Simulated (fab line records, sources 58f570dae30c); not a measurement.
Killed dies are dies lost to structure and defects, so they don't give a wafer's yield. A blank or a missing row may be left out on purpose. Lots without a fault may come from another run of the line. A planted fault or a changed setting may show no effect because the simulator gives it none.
Which tool did it? | flow berkeley_cmos170 | 7 lots, 21 wafers sampled, at 1 step of a route of 331

WHAT THE GAUGES READ, wafer by wafer
UCB170_V2_THK_MEAS_01.
lot  | measured     | on            | V2_TEOS_THK (nm)
L338 | day 7 13:26  | film_metro-02 | 1985 1986 1991
L341 | day 8 07:15  | film_metro-03 | 1967 2011 2021
L343 | day 8 16:26  | film_metro-03 | 1995 2006 2028
L344 | day 9 06:37  | film_metro-03 | 1986 2012 2016
L347 | day 9 10:37  | film_metro-02 | 2026 2036 2052
L356 | day 11 11:23 | film_metro-02 | 1959 1985 2005
L358 | day 12 08:28 | film_metro-03 | 1966 1983 1995

WHICH TOOL RAN EACH LOT (tool, then ch and the chambers of the sampled wafers, then the start)
The record holds no process step before these readings.

THE ANSWER, worked out from the rows above alone
Rule: what is usual is taken from the lots themselves. Put in order of their means at a reading, lots are off if they are a third of the lots or fewer, leave a main group of 4 or more, and stand apart from it by a gap of 3 or more times the standard deviation of the main group's means; of several such gaps the widest counts. A main group whose means are all the same, to the digits that the tables above print for the reading, isn't used. A lot without any number at a reading at which 4 lots or more have one is off too. The other lots that the step has rows for count as sound.
No lot is off at any reading shown: from this, nothing can be told.

WHAT THE SIMULATOR HAD PUT IN
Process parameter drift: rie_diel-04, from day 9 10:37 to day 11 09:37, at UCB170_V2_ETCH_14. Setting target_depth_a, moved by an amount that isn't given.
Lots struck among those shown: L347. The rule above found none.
